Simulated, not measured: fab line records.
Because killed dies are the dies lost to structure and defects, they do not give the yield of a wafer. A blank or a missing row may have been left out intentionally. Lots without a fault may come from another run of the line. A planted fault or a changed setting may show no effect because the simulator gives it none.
Tool commonality check / flow berkeleyCmos170 / Lots sampled 14, wafers sampled 42

== REASON IT WAS OPENED ==
Of 14 lots, 2 have the reading M3_AL_RS flagged at UCB170_M3_RS_MEAS_02. Wafers without a fault read 0.03214 ohm/sq, standard deviation 0.00029.
Rule: flag the lot when none of its wafers has a number, or when each of its wafers that has one lies beyond 4 standard deviations from that mean. The other lots count as sound.

lot=L806; measured=day 8 11:35; on=filmMetro-01; M3_AL_RS (ohm/sq), wafer by wafer=0.03227 0.03226 0.03218; flag=
lot=L808; measured=day 9 03:07; on=filmMetro-03; M3_AL_RS (ohm/sq), wafer by wafer=0.03201 0.0323 0.03179; flag=
lot=L810; measured=day 9 11:58; on=filmMetro-03; M3_AL_RS (ohm/sq), wafer by wafer=0.03187 0.03241 0.03203; flag=
lot=L811; measured=day 9 13:31; on=filmMetro-03; M3_AL_RS (ohm/sq), wafer by wafer=0.03234 0.03187 0.0322; flag=
lot=L813; measured=day 10 03:31; on=filmMetro-01; M3_AL_RS (ohm/sq), wafer by wafer=0.03269 0.03317 0.03294; flag=
lot=L814; measured=day 10 19:44; on=filmMetro-01; M3_AL_RS (ohm/sq), wafer by wafer=0.0323 0.03206 0.03203; flag=
lot=L815; measured=day 10 20:02; on=filmMetro-03; M3_AL_RS (ohm/sq), wafer by wafer=0.06021 0.05942 0.06024; flag=FLAGGED
lot=L816; measured=day 10 20:19; on=filmMetro-02; M3_AL_RS (ohm/sq), wafer by wafer=0.03229 0.03211 0.03255; flag=
lot=L819; measured=day 11 08:41; on=filmMetro-03; M3_AL_RS (ohm/sq), wafer by wafer=0.0602 0.06046 0.05976; flag=FLAGGED
lot=L824; measured=day 12 16:58; on=filmMetro-03; M3_AL_RS (ohm/sq), wafer by wafer=0.03192 0.03201 0.03182; flag=
lot=L825; measured=day 12 23:51; on=filmMetro-02; M3_AL_RS (ohm/sq), wafer by wafer=0.03252 0.03232 0.0324; flag=
lot=L826; measured=day 13 09:32; on=filmMetro-02; M3_AL_RS (ohm/sq), wafer by wafer=0.03207 0.03234 0.03223; flag=
lot=L827; measured=day 14 01:20; on=filmMetro-03; M3_AL_RS (ohm/sq), wafer by wafer=0.0318 0.03217 0.03176; flag=
lot=L828; measured=day 14 03:43; on=filmMetro-03; M3_AL_RS (ohm/sq), wafer by wafer=0.03245 0.03251 0.03211; flag=
The numbers of the flagged lots are 0.06005 ohm/sq on average: +0.02791 ohm/sq against the usual, or +96 standard deviations.

== WHICH TOOL RAN EACH LOT ==
3 process steps preceding the reading are held in the record, out of 331 steps in the route. Cell contents, in order: the tool; ch with the chambers the sampled wafers went through; the start.
lot=L806; flag=; UCB170_M1_STRIP_13=plasmaAsher-02 ch 0,1, day 8 00:04; UCB170_V1_CVD_00=pecvd-01 ch 0,2, day 8 02:43; UCB170_M3_SPUTTER_01=pvdSputter-01, day 8 11:29
lot=L808; flag=; UCB170_M1_STRIP_13=plasmaAsher-03 ch 0,1, day 8 15:59; UCB170_V1_CVD_00=pecvd-04 ch 0,1,2, day 8 17:48; UCB170_M3_SPUTTER_01=pvdSputter-02, day 9 02:58
lot=L810; flag=; UCB170_M1_STRIP_13=plasmaAsher-04 ch 0,1, day 9 02:59; UCB170_V1_CVD_00=pecvd-03 ch 0,1, day 9 04:32; UCB170_M3_SPUTTER_01=pvdSputter-01, day 9 11:53
lot=L811; flag=; UCB170_M1_STRIP_13=plasmaAsher-03 ch 0,1, day 9 04:04; UCB170_V1_CVD_00=pecvd-04 ch 1,2, day 9 05:53; UCB170_M3_SPUTTER_01=pvdSputter-02, day 9 13:25
lot=L813; flag=; UCB170_M1_STRIP_13=plasmaAsher-04 ch 0,1, day 9 14:41; UCB170_V1_CVD_00=pecvd-04 ch 0,1,2, day 9 17:13; UCB170_M3_SPUTTER_01=pvdSputter-02, day 10 03:23
lot=L814; flag=; UCB170_M1_STRIP_13=plasmaAsher-04 ch 0,1, day 10 05:26; UCB170_V1_CVD_00=pecvd-03 ch 0,1,2, day 10 07:47; UCB170_M3_SPUTTER_01=pvdSputter-04, day 10 19:36
lot=L815; flag=FLAGGED; UCB170_M1_STRIP_13=plasmaAsher-02 ch 0,1, day 10 06:58; UCB170_V1_CVD_00=pecvd-01 ch 1,2, day 10 09:08; UCB170_M3_SPUTTER_01=pvdSputter-02, day 10 19:54
lot=L816; flag=; UCB170_M1_STRIP_13=plasmaAsher-04 ch 0,1, day 10 07:44; UCB170_V1_CVD_00=pecvd-04 ch 1,2, day 10 10:28; UCB170_M3_SPUTTER_01=pvdSputter-01, day 10 20:12
lot=L819; flag=FLAGGED; UCB170_M1_STRIP_13=plasmaAsher-04 ch 0, day 10 23:26; UCB170_V1_CVD_00=pecvd-01 ch 1,2, day 11 00:59; UCB170_M3_SPUTTER_01=pvdSputter-02, day 11 08:36
lot=L824; flag=; UCB170_M1_STRIP_13=plasmaAsher-03 ch 0,1, day 12 03:56; UCB170_V1_CVD_00=pecvd-03 ch 0,2, day 12 05:48; UCB170_M3_SPUTTER_01=pvdSputter-04, day 12 16:53
lot=L825; flag=; UCB170_M1_STRIP_13=plasmaAsher-03 ch 0,1, day 12 12:46; UCB170_V1_CVD_00=pecvd-01 ch 0,2, day 12 14:19; UCB170_M3_SPUTTER_01=pvdSputter-04, day 12 23:46
lot=L826; flag=; UCB170_M1_STRIP_13=plasmaAsher-03 ch 0,1, day 12 23:45; UCB170_V1_CVD_00=pecvd-01 ch 0,1,2, day 13 01:19; UCB170_M3_SPUTTER_01=pvdSputter-04, day 13 09:26
lot=L827; flag=; UCB170_M1_STRIP_13=plasmaAsher-02 ch 1, day 13 15:14; UCB170_V1_CVD_00=pecvd-01 ch 0,2, day 13 17:48; UCB170_M3_SPUTTER_01=pvdSputter-01, day 14 01:15
lot=L828; flag=; UCB170_M1_STRIP_13=plasmaAsher-02 ch 0,1, day 13 15:38; UCB170_V1_CVD_00=pecvd-04 ch 0,1, day 13 17:48; UCB170_M3_SPUTTER_01=pvdSputter-04, day 14 03:37
These steps, and what they do:
- UCB170_M1_STRIP_13: strips in O2.
- UCB170_V1_CVD_00: deposits SiO2 from TEOS/O2, target thk 2000 nm, time 250 s.
- UCB170_M3_SPUTTER_01: material Al, target thk 900 nm, time 120 s.
- UCB170_M3_RS_MEAS_02: measures by four-point-probe.

== FLAGGED OVER TOTAL, TOOL BY TOOL (the gauges that took the reading come last) ==
step=UCB170_M1_STRIP_13; tool=plasmaAsher-02; lots run=4; flagged=1; share of the flagged lots=some; sound lots run after its first flagged lot=2 (L827,L828)
step=UCB170_M1_STRIP_13; tool=plasmaAsher-03; lots run=5; flagged=0; share of the flagged lots=none; sound lots run after its first flagged lot=-
step=UCB170_M1_STRIP_13; tool=plasmaAsher-04; lots run=5; flagged=1; share of the flagged lots=some; sound lots run after its first flagged lot=0
step=UCB170_V1_CVD_00; tool=pecvd-01; lots run=6; flagged=2; share of the flagged lots=all; sound lots run after its first flagged lot=3 (L825,L826,L827)
step=UCB170_V1_CVD_00; tool=pecvd-03; lots run=3; flagged=0; share of the flagged lots=none; sound lots run after its first flagged lot=-
step=UCB170_V1_CVD_00; tool=pecvd-04; lots run=5; flagged=0; share of the flagged lots=none; sound lots run after its first flagged lot=-
step=UCB170_M3_SPUTTER_01; tool=pvdSputter-01; lots run=4; flagged=0; share of the flagged lots=none; sound lots run after its first flagged lot=-
step=UCB170_M3_SPUTTER_01; tool=pvdSputter-02; lots run=5; flagged=2; share of the flagged lots=all; sound lots run after its first flagged lot=0
step=UCB170_M3_SPUTTER_01; tool=pvdSputter-04; lots run=5; flagged=0; share of the flagged lots=none; sound lots run after its first flagged lot=-
step=UCB170_M3_RS_MEAS_02; tool=filmMetro-01; lots run=3; flagged=0; share of the flagged lots=none; sound lots run after its first flagged lot=-
step=UCB170_M3_RS_MEAS_02; tool=filmMetro-02; lots run=3; flagged=0; share of the flagged lots=none; sound lots run after its first flagged lot=-
step=UCB170_M3_RS_MEAS_02; tool=filmMetro-03; lots run=8; flagged=2; share of the flagged lots=all; sound lots run after its first flagged lot=3 (L824,L827,L828)

== WHAT IS ALLOWED BY THE TABLE ==
All flagged lots were run by 3 table rows, namely pecvd-01 at UCB170_V1_CVD_00, pvdSputter-02 at UCB170_M3_SPUTTER_01, filmMetro-03 at UCB170_M3_RS_MEAS_02.
- pecvd-01 at UCB170_V1_CVD_00: 2 of its 6 lots flagged. Sound lots followed the first flagged one (L825, L826, L827) on it, something a lasting fault affecting the whole tool could not allow.
- pvdSputter-02 at UCB170_M3_SPUTTER_01: 2 of its 5 lots flagged. A fault beginning between L813 (day 10 03:23), its last sound lot, and L815 (day 10 19:54), its first flagged one, fits the data.
- filmMetro-03 at UCB170_M3_RS_MEAS_02: 2 of its 8 lots flagged. Sound lots followed the first flagged one (L824, L827, L828) on it, something a lasting fault affecting the whole tool could not allow.
pvdSputter-02 at UCB170_M3_SPUTTER_01 is the single tool remaining.

== WHAT THE SIMULATOR HAD INSERTED ==
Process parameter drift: pvdSputter-02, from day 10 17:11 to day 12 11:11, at UCB170_M3_SPUTTER_01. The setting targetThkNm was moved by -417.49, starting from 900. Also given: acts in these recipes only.
Lots struck among those shown: L815, L819. The rule above found the same.
